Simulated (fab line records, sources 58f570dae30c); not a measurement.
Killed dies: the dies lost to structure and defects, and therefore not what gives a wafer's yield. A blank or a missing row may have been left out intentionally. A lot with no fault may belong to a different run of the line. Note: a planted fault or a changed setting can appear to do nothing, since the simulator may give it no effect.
Split-lot study / flow berkeley-cmos170 / route with 331 steps; 5 lots, 23 wafers read

ON THE SPLIT
At UCB170_M3_SPUTTER_01 (material Al, target thk 900 nm, time 120 s), the setting power-w was moved away from the recipe's 6000 W on 9 of the 23 wafers read, by -5.4% to +10.6%. This setting was run at the recipe's value on the other wafers.

FROM THE SPLIT ON TO THE READING: in between, the file shows 1 step
- UCB170_M3_RS_MEAS_02: measures by four-point-probe

THE READING
M3_AL_THK, in nm, at UCB170_M3_THK_MEAS_03 (measures by xrf). A value of 899 nm with a standard deviation of 11 nm is what fault-free wafers of this fab line usually give.

wafer=L076.1; tool, chamber at the split=pvd-sputter-03, -; power-w as run, W=6637; against the recipe=+10.6%; M3_AL_THK, nm=988; against lot-mates on the recipe=+88
wafer=L076.2; tool, chamber at the split=pvd-sputter-03, -; power-w as run, W=6000; against the recipe=recipe; M3_AL_THK, nm=901; against lot-mates on the recipe=-
wafer=L076.3; tool, chamber at the split=pvd-sputter-03, -; power-w as run, W=6000; against the recipe=recipe; M3_AL_THK, nm=892; against lot-mates on the recipe=-
wafer=L076.4; tool, chamber at the split=pvd-sputter-03, -; power-w as run, W=6637; against the recipe=+10.6%; M3_AL_THK, nm=990; against lot-mates on the recipe=+90
wafer=L076.5; tool, chamber at the split=pvd-sputter-03, -; power-w as run, W=6000; against the recipe=recipe; M3_AL_THK, nm=907; against lot-mates on the recipe=-
wafer=L078.2; tool, chamber at the split=pvd-sputter-03, -; power-w as run, W=6000; against the recipe=recipe; M3_AL_THK, nm=894; against lot-mates on the recipe=-
wafer=L078.3; tool, chamber at the split=pvd-sputter-03, -; power-w as run, W=6000; against the recipe=recipe; M3_AL_THK, nm=885; against lot-mates on the recipe=-
wafer=L078.4; tool, chamber at the split=pvd-sputter-03, -; power-w as run, W=6343; against the recipe=+5.7%; M3_AL_THK, nm=941; against lot-mates on the recipe=+52
wafer=L078.5; tool, chamber at the split=pvd-sputter-03, -; power-w as run, W=6000; against the recipe=recipe; M3_AL_THK, nm=887; against lot-mates on the recipe=-
wafer=L078.6; tool, chamber at the split=pvd-sputter-03, -; power-w as run, W=6343; against the recipe=+5.7%; M3_AL_THK, nm=942; against lot-mates on the recipe=+53
wafer=L079.1; tool, chamber at the split=pvd-sputter-01, -; power-w as run, W=6287; against the recipe=+4.8%; M3_AL_THK, nm=938; against lot-mates on the recipe=+48
wafer=L079.2; tool, chamber at the split=pvd-sputter-01, -; power-w as run, W=6000; against the recipe=recipe; M3_AL_THK, nm=886; against lot-mates on the recipe=-
wafer=L079.4; tool, chamber at the split=pvd-sputter-01, -; power-w as run, W=6000; against the recipe=recipe; M3_AL_THK, nm=892; against lot-mates on the recipe=-
wafer=L079.5; tool, chamber at the split=pvd-sputter-01, -; power-w as run, W=6000; against the recipe=recipe; M3_AL_THK, nm=893; against lot-mates on the recipe=-
wafer=L079.6; tool, chamber at the split=pvd-sputter-01, -; power-w as run, W=6287; against the recipe=+4.8%; M3_AL_THK, nm=943; against lot-mates on the recipe=+53
wafer=L080.1; tool, chamber at the split=pvd-sputter-04, -; power-w as run, W=6000; against the recipe=recipe; M3_AL_THK, nm=915; against lot-mates on the recipe=-
wafer=L080.2; tool, chamber at the split=pvd-sputter-04, -; power-w as run, W=5678; against the recipe=-5.4%; M3_AL_THK, nm=861; against lot-mates on the recipe=-50
wafer=L080.3; tool, chamber at the split=pvd-sputter-04, -; power-w as run, W=5678; against the recipe=-5.4%; M3_AL_THK, nm=871; against lot-mates on the recipe=-40
wafer=L080.5; tool, chamber at the split=pvd-sputter-04, -; power-w as run, W=5678; against the recipe=-5.4%; M3_AL_THK, nm=865; against lot-mates on the recipe=-46
wafer=L080.6; tool, chamber at the split=pvd-sputter-04, -; power-w as run, W=6000; against the recipe=recipe; M3_AL_THK, nm=906; against lot-mates on the recipe=-
wafer=L082.2; tool, chamber at the split=pvd-sputter-04, -; power-w as run, W=6000; against the recipe=recipe; M3_AL_THK, nm=891; against lot-mates on the recipe=-
wafer=L082.4; tool, chamber at the split=pvd-sputter-04, -; power-w as run, W=6000; against the recipe=recipe; M3_AL_THK, nm=891; against lot-mates on the recipe=-
wafer=L082.6; tool, chamber at the split=pvd-sputter-04, -; power-w as run, W=6000; against the recipe=recipe; M3_AL_THK, nm=888; against lot-mates on the recipe=-

THE FIT
A straight line over all 23 wafers: M3_AL_THK changes by +7.92 nm for each +1% of power-w; r = +0.97; the points scatter about the line by 9 nm.
The same after taking each lot's own level away (the mean of its wafers on the recipe; 23 wafers): +8.68 nm for each +1%; r = +0.99; scatter 4.8 nm.
Per that fit: largest power-w move, reading shift of 92 nm.
The span of the lots' own levels, 888.7 to 910.5 nm, comes to 2.0 times the standard deviation stated above.
Hence the lot-to-lot level has little effect on the slope; both slopes agree.
Check: +95 nm against its lot-mates is what the line predicts for one of the wafers moved furthest among these (+10.6%) when that wafer is left out of the fit. Against them it came out at +88 nm.

THE OTHER SPLITS THESE WAFERS WENT THROUGH
Before the reading, these wafers also passed through other splits. Each is held against what the fit with the lots' levels taken away leaves over:
other split on the same wafers=UCB170_CONTACT_PEB_13 peb-temp-c; wafers away from the commonest value=10; r with M3_AL_THK (lot level and that fit taken away)=+0.00
other split on the same wafers=UCB170_M1_COAT_04 spin-rpm; wafers away from the commonest value=8; r with M3_AL_THK (lot level and that fit taken away)=-0.29
other split on the same wafers=UCB170_M2_PEB_13 peb-temp-c; wafers away from the commonest value=10; r with M3_AL_THK (lot level and that fit taken away)=-0.09
other split on the same wafers=UCB170_M2_ETCH_17 bias-w; wafers away from the commonest value=5; r with M3_AL_THK (lot level and that fit taken away)=+0.11
other split on the same wafers=UCB170_V2_EXPOSE_09 dose-mj; wafers away from the commonest value=9; r with M3_AL_THK (lot level and that fit taken away)=-0.04

THE WHOLE CHAIN: every reading that the file lists as answering this split, in the file's order
step=UCB170_M3_SPUTTER_01; what it does=material Al, target thk 900 nm, time 120 s; reading=Al_of_M3_SPUTTER_01.thk-nm (the simulator's own value, which no gauge read); change (the file's fit)=+8.76 nm for each +1% of the setting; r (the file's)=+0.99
step=UCB170_M3_RS_MEAS_02; what it does=measures by four-point-probe; reading=M3_AL_RS; change (the file's fit)=-0.000297 for each +1% of the setting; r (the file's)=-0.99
step=UCB170_M3_THK_MEAS_03; what it does=measures by xrf; reading=M3_AL_THK; change (the file's fit)=+8.78 for each +1% of the setting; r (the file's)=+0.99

FILE'S OWN FIT
M3_AL_THK changes by +8.78 nm for each +1% of power-w, r = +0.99.
